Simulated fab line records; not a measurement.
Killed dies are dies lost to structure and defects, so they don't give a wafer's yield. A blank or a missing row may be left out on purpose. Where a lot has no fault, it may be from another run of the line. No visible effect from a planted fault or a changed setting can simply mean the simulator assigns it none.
fab line records | flow rit_cmos
record: lots: 14 | wafers: 42 | last_day: 7
route steps=202 shown NWELL@37 GATE@84 PLDD@123 CONTACT@176 M1@202
lots untouched by any fault: they come from a run of this same line in which no faults occurred
start_h: the number of hours between the record's first day and the start of the first shown wafer of the lot | wait_h: hours from the lot's prior step to this one | " unchanged from the row above | L1.1+2: a single row standing in for several wafers | - either no value or no given start | * or withheld: withheld | < > ~ a bound
route shown NAME@n: names a module that has steps shown in the file, with the first one's number in the route | usual: mean and standard deviation over wafers with no fault | same: alike in all rows | chamber/n: place in a boat | sites: each site's reading | _std_site: the values' standard deviation | _edge_site: outer sites' mean less inner sites' | radius_mm: how far each site lies from the wafer's centre | mask NAME#n: copy n | behind: tool/chamber where the wafer was last shaped | hold: what put the lot on hold/how long, in hours/how the hold closed | device: the n, p or np transistor that did not switch | end of line: tests of these same wafers at the route's end | where a step has no rows: the recipe by itself | killed: dies that structure and defects cost at the first sort, which is not the same as the wafer's yield | map: shows each die of a wafer: x if killed, . if not, _ if none is there
set.NAME: setting as actually run; set.NAME@STEP: the setting as run at that earlier step | model.NAME: the simulator's own value behind a step, which no gauge read
one table for each step of the route and one row for each wafer, over a sample of lots
services: from which hour (start_h, from the record's first day; less than 0 if before it) a tool's chamber was out of use, for how many hours, and why
== steps ==
step: RIT_NWELL_STRIP_09
recipe: chemistry: O2 | time_s: 180 | resist: NOVOLAK | platen_temp_c: withheld | power_w: 500 | pressure_mtorr: 4000 | o2_flow_sccm: 4000
usual: drypump_motor_current_A: 5.7/0.37
lot.wafer | tool            | chamber | start_h | wait_h | drypump_motor_current_A | rf_hours_counter_h
L734.1    | plasma_asher-01 | 0       | 30.72   | 0.1    | 5.6                     | 40
L734.4    | "               | 1       | "       | "      | 6.2                     | -
L734.6    | "               | 0       | "       | "      | 5.6                     | -
L735.1    | plasma_asher-02 | 0       | 35.80   | 0.1    | 5.1                     | 27
L735.4    | "               | 1       | "       | "      | 5.9                     | -
L735.5    | "               | 1       | "       | "      | 6.0                     | -
L736.1    | plasma_asher-02 | 0       | 42.01   | 0.1    | 5.1                     | 27
L736.2    | "               | 1       | "       | "      | 6.0                     | 27
L736.6    | "               | 1       | "       | "      | 6.0                     | -
L737.2    | plasma_asher-03 | 1       | 47.18   | 0.1    | 5.4                     | 35
L737.4    | "               | 0       | "       | "      | 6.1                     | -
L737.5    | "               | 0       | "       | "      | 6.0                     | -
L738.2    | plasma_asher-02 | 1       | 52.66   | 0.1    | 6.0                     | 28
L738.3    | "               | 1       | "       | "      | 5.9                     | -
L738.6    | "               | 1       | "       | "      | 5.9                     | -
L739.1    | plasma_asher-03 | 1       | 55.69   | 0.1    | 5.4                     | 36
L739.2    | "               | 0       | "       | "      | 6.1                     | 36
L739.6    | "               | 1       | "       | "      | 5.4                     | -
L742.1    | plasma_asher-03 | 0       | 71.21   | 0.1    | 6.1                     | 37
L742.4    | "               | 0       | "       | "      | 6.0                     | -
L742.6    | "               | 0       | "       | "      | 6.1                     | -
L743.2    | plasma_asher-02 | 1       | 77.06   | 0.1    | 6.0                     | 31
L743.4    | "               | 0       | "       | "      | 5.1                     | -
L743.6    | "               | 1       | "       | "      | 6.0                     | -
L744.1    | plasma_asher-03 | 1       | 81.87   | 0.1    | 5.4                     | 38
L744.4    | "               | 0       | "       | "      | 6.0                     | -
L744.5    | "               | 0       | "       | "      | 6.0                     | -
L745.4    | plasma_asher-01 | 1       | 89.82   | 0.1    | 6.3                     | -
L745.5    | "               | 0       | "       | "      | 5.6                     | -
L745.6    | "               | 1       | "       | "      | 6.3                     | -
L747.3    | plasma_asher-02 | 1       | 95.91   | 0.1    | 6.0                     | -
L747.4    | "               | 0       | "       | "      | 5.1                     | -
L747.6    | "               | 0       | "       | "      | 5.1                     | -
L750.2    | plasma_asher-01 | 1       | 110.93  | 0.1    | 6.3                     | 49
L750.3    | "               | 1       | "       | "      | 6.3                     | -
L750.4    | "               | 0       | "       | "      | 5.5                     | -
L752.3    | plasma_asher-02 | 1       | 122.00  | 0.1    | 6.0                     | -
L752.4    | "               | 0       | "       | "      | 5.1                     | -
L752.5    | "               | 1       | "       | "      | 5.9                     | -
L754.1    | plasma_asher-03 | 1       | 132.50  | 0.1    | 5.4                     | 2
L754.3    | "               | 1       | "       | "      | 5.4                     | -
L754.5    | "               | 0       | "       | "      | 6.1                     | -
step: RIT_GATE_CVD_08
recipe: material: poly-Si | target_thk_nm: 250 | temp_c: 610 | precursor: SiH4 | time_s: 2220 | pressure_mtorr: 300 | sih4_flow_sccm: 100
usual: zone_power_load_pct: 12.2/0.36 | zone_power_source_pct: 11.7/0.72
lot.wafer | tool     | chamber | start_h | wait_h | zone_power_load_pct | zone_power_source_pct
L734.1    | lpcvd-01 | 1       | 43.07   | 0.1    | 12.7                | 11.5
L734.4    | "        | 1       | "       | "      | 12.7                | 11.8
L734.6    | "        | 1       | "       | "      | 12.5                | 11.7
L735.1    | lpcvd-02 | 0       | 48.68   | 0.1    | 11.8                | 10.5
L735.4    | "        | 0       | "       | "      | 11.8                | 10.3
L735.5    | "        | 0       | "       | "      | 11.8                | 10.6
L736.1    | lpcvd-02 | 0       | 54.46   | 0.1    | 11.6                | 10.6
L736.2    | "        | 0       | "       | "      | 11.9                | 10.5
L736.6    | "        | 0       | "       | "      | 11.8                | 10.6
L737.2    | lpcvd-02 | 0       | 62.36   | 0.0    | 11.9                | 10.6
L737.4    | "        | 0       | "       | "      | 11.9                | 10.2
L737.5    | "        | 0       | "       | "      | 11.8                | 10.5
L738.2    | lpcvd-01 | 1       | 64.85   | 0.0    | 12.7                | 11.8
L738.3    | "        | 1       | "       | "      | 12.6                | 11.7
L738.6    | "        | 1       | "       | "      | 12.8                | 11.8
L739.1    | lpcvd-02 | 1       | 68.44   | 0.1    | 12.2                | 12.0
L739.2    | "        | 1       | "       | "      | 12.2                | 12.4
L739.6    | "        | 1       | "       | "      | 12.2                | 12.4
L742.1    | lpcvd-02 | 0       | 84.00   | 0.1    | 11.5                | 10.7
L742.4    | "        | 0       | "       | "      | 11.9                | 10.6
L742.6    | "        | 0       | "       | "      | 11.9                | 10.6
L743.2    | lpcvd-01 | 0       | 89.40   | 0.0    | 12.0                | 11.8
L743.4    | "        | 0       | "       | "      | 11.8                | 11.5
L743.6    | "        | 0       | "       | "      | 11.8                | 11.8
L744.1    | lpcvd-01 | 1       | 94.21   | 0.1    | 12.5                | 11.8
L744.4    | "        | 1       | "       | "      | 12.6                | 11.7
L744.5    | "        | 1       | "       | "      | 12.7                | 11.8
L745.4    | lpcvd-01 | 0       | 103.44  | 0.0    | 11.9                | 11.7
L745.5    | "        | 0       | "       | "      | 12.0                | 11.6
L745.6    | "        | 0       | "       | "      | 11.8                | 11.5
L747.3    | lpcvd-01 | 0       | 108.27  | 0.0    | 11.8                | 11.7
L747.4    | "        | 0       | "       | "      | 12.1                | 11.7
L747.6    | "        | 0       | "       | "      | 11.8                | 11.7
L750.2    | lpcvd-02 | 1       | 123.94  | 0.0    | 12.3                | 12.3
L750.3    | "        | 1       | "       | "      | 12.2                | 12.6
L750.4    | "        | 1       | "       | "      | 12.2                | 12.3
L752.3    | lpcvd-02 | 1       | 134.56  | 0.0    | 12.2                | 12.5
L752.4    | "        | 1       | "       | "      | 12.2                | 12.1
L752.5    | "        | 1       | "       | "      | 12.4                | 12.4
L754.1    | lpcvd-02 | 0       | 144.71  | 0.1    | 11.6                | 10.5
L754.3    | "        | 0       | "       | "      | 11.6                | 10.3
L754.5    | "        | 0       | "       | "      | 11.9                | 10.7
step: RIT_GATE_THK_MEAS_09
recipe: reads: poly-Si_of_GATE_CVD_08
usual: GATE_POLY_THK: 249.6/2.2
lot.wafer | tool          | chamber | start_h | wait_h | GATE_POLY_THK[nm]
L734.1    | film_metro-03 | -       | 44.69   | 0.0    | 252.0
L734.4    | "             | -       | "       | "      | 249.6
L734.6    | "             | -       | "       | "      | 251.1
L735.1    | film_metro-03 | -       | 50.29   | 0.0    | 250.0
L735.4    | "             | -       | "       | "      | 250.7
L735.5    | "             | -       | "       | "      | 248.2
L736.1    | film_metro-02 | -       | 56.08   | 0.0    | 248.1
L736.2    | "             | -       | "       | "      | 246.4
L736.6    | "             | -       | "       | "      | 246.6
L737.2    | film_metro-01 | -       | 63.99   | 0.0    | 246.4
L737.4    | "             | -       | "       | "      | 248.5
L737.5    | "             | -       | "       | "      | 249.7
L738.2    | film_metro-01 | -       | 66.48   | 0.0    | 243.8
L738.3    | "             | -       | "       | "      | 247.8
L738.6    | "             | -       | "       | "      | 246.4
L739.1    | film_metro-03 | -       | 70.06   | 0.0    | 245.8
L739.2    | "             | -       | "       | "      | 245.1
L739.6    | "             | -       | "       | "      | 247.4
L742.1    | film_metro-03 | -       | 85.61   | 0.0    | 245.2
L742.4    | "             | -       | "       | "      | 246.2
L742.6    | "             | -       | "       | "      | 245.8
L743.2    | film_metro-01 | -       | 91.03   | 0.0    | 252.9
L743.4    | "             | -       | "       | "      | 252.2
L743.6    | "             | -       | "       | "      | 252.4
L744.1    | film_metro-03 | -       | 95.82   | 0.0    | 251.0
L744.4    | "             | -       | "       | "      | 251.7
L744.5    | "             | -       | "       | "      | 251.9
L745.4    | film_metro-02 | -       | 105.08  | 0.0    | 263.8
L745.5    | "             | -       | "       | "      | 264.8
L745.6    | "             | -       | "       | "      | 263.0
L747.3    | film_metro-01 | -       | 109.90  | 0.0    | 262.5
L747.4    | "             | -       | "       | "      | 261.7
L747.6    | "             | -       | "       | "      | 260.1
L750.2    | film_metro-03 | -       | 125.56  | 0.0    | 252.0
L750.3    | "             | -       | "       | "      | 251.5
L750.4    | "             | -       | "       | "      | 251.2
L752.3    | film_metro-03 | -       | 136.19  | 0.0    | 248.7
L752.4    | "             | -       | "       | "      | 251.8
L752.5    | "             | -       | "       | "      | 250.5
L754.1    | film_metro-01 | -       | 146.33  | 0.0    | 249.2
L754.3    | "             | -       | "       | "      | 250.4
L754.5    | "             | -       | "       | "      | 249.0
step: RIT_PLDD_STRIP_09
recipe: chemistry: O2 | time_s: 180 | resist: NOVOLAK | platen_temp_c: withheld | power_w: 500 | pressure_mtorr: 4000 | o2_flow_sccm: 4000
usual: drypump_motor_current_A: 5.65/0.26
lot.wafer | tool            | chamber | start_h | wait_h | drypump_motor_current_A | rf_hours_counter_h
L734.1    | plasma_asher-04 | 0       | 53.48   | 0.1    | 5.54                    | 41
L734.4    | "               | 1       | "       | "      | 5.73                    | -
L734.6    | "               | 0       | "       | "      | 5.55                    | -
L735.1    | plasma_asher-04 | 1       | 58.80   | 0.1    | 5.76                    | 42
L735.4    | "               | 0       | "       | "      | 5.54                    | -
L735.5    | "               | 0       | "       | "      | 5.53                    | -
L736.1    | plasma_asher-04 | 1       | 64.79   | 0.1    | 5.80                    | 42
L736.2    | "               | 0       | "       | "      | 5.55                    | 42
L736.6    | "               | 0       | "       | "      | 5.56                    | -
L737.2    | plasma_asher-04 | 0       | 72.38   | 0.1    | 5.55                    | 43
L737.4    | "               | 1       | "       | "      | 5.74                    | -
L737.5    | "               | 0       | "       | "      | 5.53                    | -
L738.2    | plasma_asher-03 | 0       | 74.09   | 0.1    | 6.03                    | 37
L738.3    | "               | 1       | "       | "      | 5.43                    | -
L738.6    | "               | 0       | "       | "      | 6.02                    | -
L739.1    | plasma_asher-02 | 0       | 78.70   | 0.1    | 5.12                    | 31
L739.2    | "               | 1       | "       | "      | 5.97                    | 31
L739.6    | "               | 1       | "       | "      | 5.94                    | -
L742.1    | plasma_asher-04 | 1       | 93.24   | 0.1    | 5.74                    | 45
L742.4    | "               | 0       | "       | "      | 5.55                    | -
L742.6    | "               | 0       | "       | "      | 5.54                    | -
L743.2    | plasma_asher-03 | 1       | 99.29   | 0.1    | 5.43                    | 40
L743.4    | "               | 0       | "       | "      | 6.05                    | -
L743.6    | "               | 1       | "       | "      | 5.43                    | -
L744.1    | plasma_asher-04 | 0       | 103.18  | 0.1    | 5.54                    | 46
L744.4    | "               | 0       | "       | "      | 5.56                    | -
L744.5    | "               | 0       | "       | "      | 5.56                    | -
L745.4    | plasma_asher-02 | 0       | 112.69  | 0.1    | 5.09                    | -
L745.5    | "               | 0       | "       | "      | 5.14                    | -
L745.6    | "               | 1       | "       | "      | 5.97                    | -
L747.3    | plasma_asher-04 | 1       | 117.58  | 0.1    | 5.76                    | -
L747.4    | "               | 0       | "       | "      | 5.54                    | -
L747.6    | "               | 0       | "       | "      | 5.51                    | -
L750.2    | plasma_asher-03 | 0       | 134.17  | 0.1    | 6.04                    | 2
L750.3    | "               | 1       | "       | "      | 5.42                    | -
L750.4    | "               | 0       | "       | "      | 6.06                    | -
L752.3    | plasma_asher-03 | 1       | 144.06  | 0.1    | 5.41                    | -
L752.4    | "               | 0       | "       | "      | 6.05                    | -
L752.5    | "               | 1       | "       | "      | 5.42                    | -
L754.1    | plasma_asher-03 | 1       | 154.85  | 0.1    | 5.42                    | 4
L754.3    | "               | 0       | "       | "      | 6.05                    | -
L754.5    | "               | 1       | "       | "      | 5.42                    | -
step: RIT_CONTACT_CD_MEAS_08
recipe: target_cd_nm: 1000
usual: cd_nm: 1000.0/2.4
lot.wafer | tool      | chamber | start_h | wait_h | cd_nm
L734.1    | cd_sem-01 | -       | 62.29   | -      | 999.6
L734.4    | "         | -       | "       | "      | 1002.4
L734.6    | "         | -       | "       | "      | 1001.1
L735.1    | cd_sem-01 | -       | 67.26   | -      | 997.1
L735.4    | "         | -       | "       | "      | 995.5
L735.5    | "         | -       | "       | "      | 995.3
L736.1    | cd_sem-01 | -       | 73.39   | -      | 999.0
L736.2    | "         | -       | "       | "      | 998.5
L736.6    | "         | -       | "       | "      | 1000.5
L737.2    | cd_sem-01 | -       | 80.53   | -      | 998.9
L737.4    | "         | -       | "       | "      | 1002.2
L737.5    | "         | -       | "       | "      | 1001.0
L738.2    | cd_sem-01 | -       | 82.54   | -      | 999.3
L738.3    | "         | -       | "       | "      | 999.0
L738.6    | "         | -       | "       | "      | 999.5
L739.1    | cd_sem-01 | -       | 87.29   | -      | 999.3
L739.2    | "         | -       | "       | "      | 998.4
L739.6    | "         | -       | "       | "      | 998.2
L742.1    | cd_sem-01 | -       | 101.73  | -      | 1000.8
L742.4    | "         | -       | "       | "      | 1004.4
L742.6    | "         | -       | "       | "      | 1002.6
L743.2    | cd_sem-01 | -       | 107.94  | -      | 1000.9
L743.4    | "         | -       | "       | "      | 1004.3
L743.6    | "         | -       | "       | "      | 1003.3
L744.1    | cd_sem-01 | -       | 111.79  | -      | 1000.0
L744.4    | "         | -       | "       | "      | 999.7
L744.5    | "         | -       | "       | "      | 999.3
L745.4    | cd_sem-01 | -       | 122.01  | -      | 1003.3
L745.5    | "         | -       | "       | "      | 1002.8
L745.6    | "         | -       | "       | "      | 1005.2
L747.3    | cd_sem-01 | -       | 125.76  | -      | 997.0
L747.4    | "         | -       | "       | "      | 997.9
L747.6    | "         | -       | "       | "      | 998.1
L750.2    | cd_sem-01 | -       | 142.87  | -      | 999.6
L750.3    | "         | -       | "       | "      | 1000.7
L750.4    | "         | -       | "       | "      | 999.9
L752.3    | cd_sem-01 | -       | 152.67  | -      | 995.9
L752.4    | "         | -       | "       | "      | 993.8
L752.5    | "         | -       | "       | "      | 997.6
L754.1    | cd_sem-02 | -       | 163.21  | -      | 998.9
L754.3    | "         | -       | "       | "      | 998.9
L754.5    | "         | -       | "       | "      | 997.7
step: RIT_M1_PROBE_99
usual: killed_at_contacts: 0.1/0.27 | killed_at_front_end: 7/3.1 | killed_dies: 7/3.1 | killed_open: 3.6/2.3 | killed_short: 3.2/2
same: gross_dies: 264 | killed_at_M0_to_M3: 0 | killed_at_M4_up: 0 | killed_at_back_side: 0 | killed_at_other: 0
lot.wafer | tool      | chamber | start_h | wait_h | killed_at_contacts | killed_at_front_end | killed_dies | killed_open | killed_short
L747.3    | prober-02 | -       | 131.45  | 0.2    | 0                  | 3                   | 3           | 2           | 1
L747.4    | prober-02 | -       | 131.50  | 0.2    | 0                  | 7                   | 7           | 4           | 3
L747.6    | prober-02 | -       | 131.60  | 0.2    | 0                  | 6                   | 6           | 1           | 5
L750.2    | prober-01 | -       | 148.49  | 0.1    | 0                  | 7                   | 7           | 2           | 5
L750.3    | prober-01 | -       | 148.54  | 0.2    | 0                  | 10                  | 10          | 7           | 3
L750.4    | prober-01 | -       | 148.59  | 0.2    | 0                  | 5                   | 5           | 2           | 3
L752.3    | prober-01 | -       | 158.02  | 0.2    | 1                  | 6                   | 7           | 2           | 4
L752.4    | prober-01 | -       | 158.07  | 0.2    | 0                  | 5                   | 5           | 1           | 4
L752.5    | prober-01 | -       | 158.12  | 0.2    | 0                  | 7                   | 7           | 4           | 3
killed by level:class
L747.3 GATE:geometric_particle:open=1 SPACER:geometric_particle:short=1 SILICIDE:geometric_particle:open=1
L747.4 GATE:geometric_particle:open=2 FOX1:geometric_particle:short=1 GATE:geometric_particle:short=1 REOX:geometric_particle:open=1 SILICIDE:geometric_particle:short=1 SILICIDE:geometric_particle:open=1
L747.6 SILICIDE:geometric_particle:short=3 GATE:geometric_particle:short=1 SPACER:geometric_particle:short=1 SILICIDE:geometric_particle:open=1
L750.2 REOX:geometric_particle:short=2 FOX1:geometric_particle:open=1 FOX2:geometric_particle:short=1 GATE:geometric_particle:open=1 SPACER:geometric_particle:short=1 SILICIDE:geometric_particle:short=1
L750.3 GATE:geometric_particle:open=3 SPACER:geometric_particle:open=2 FOX1:geometric_particle:open=1 GATE:geometric_particle:short=1 REOX:geometric_particle:open=1 REOX:geometric_particle:short=1 SILICIDE:geometric_particle:short=1
L750.4 GATE:geometric_particle:short=2 GATE:geometric_particle:open=2 FOX1:geometric_particle:short=1
L752.3 REOX:geometric_particle:short=2 FOX1:geometric_particle:short=1 GATE:geometric_particle:open=1 SPACER:geometric_particle:short=1 SILICIDE:geometric_particle:open=1 CONTACT:coat_microbubble_printed=1
L752.4 FOX2:geometric_particle:short=1 GATE:geometric_particle:short=1 GATE:geometric_particle:open=1 REOX:geometric_particle:short=1 SILICIDE:geometric_particle:short=1
L752.5 GATE:geometric_particle:open=3 GATE:geometric_particle:short=2 FOX1:geometric_particle:short=1 SILICIDE:geometric_particle:open=1
== services ==
tool            | chamber | start_h | hours | kind
plasma_asher-03 | -       | 108.75  | 9.0   | pm
plasma_asher-03 | 0       | 108.75  | 9.0   | vent_cycle
plasma_asher-03 | 1       | 108.75  | 9.0   | vent_cycle
plasma_asher-03 | 0       | 117.75  | -     | clean
plasma_asher-03 | 1       | 117.75  | -     | clean
== key ==
first_sign: step: RIT_GATE_THK_MEAS_09 | reading: GATE_POLY_THK | direction: up | sigmas: 5.9 | usual: 249.6 | struck: 262.7
effect none on later readings
met_at RIT_GATE_CVD_08
struck_lots L745,L747
struck_wafers L745.4,L745.5,L745.6,L747.3,L747.4,L747.6
tester_left_out L745,L747
not_acting_at RIT_NWELL_STRIP_09,RIT_PLDD_STRIP_09,RIT_CONTACT_CD_MEAS_08
onset_between 89.40 103.44
fault: kind: process_parameter_drift | tool: lpcvd-01 | chamber: 0 | onset_h: 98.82 | steps: RIT_GATE_CVD_08 | channel: target_thk_nm | offset: 13.26 | shape: step | end_h: 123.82 | acts_in: these_recipes_only | stated: 250
tester_left_out: of these lots the tester's yield and bins aren't shown, on N5 and GAA mostly nor the transistor test; their killed dies are dies lost to structure and defects alone, not to doping, threshold or leakage, so they don't give the yield
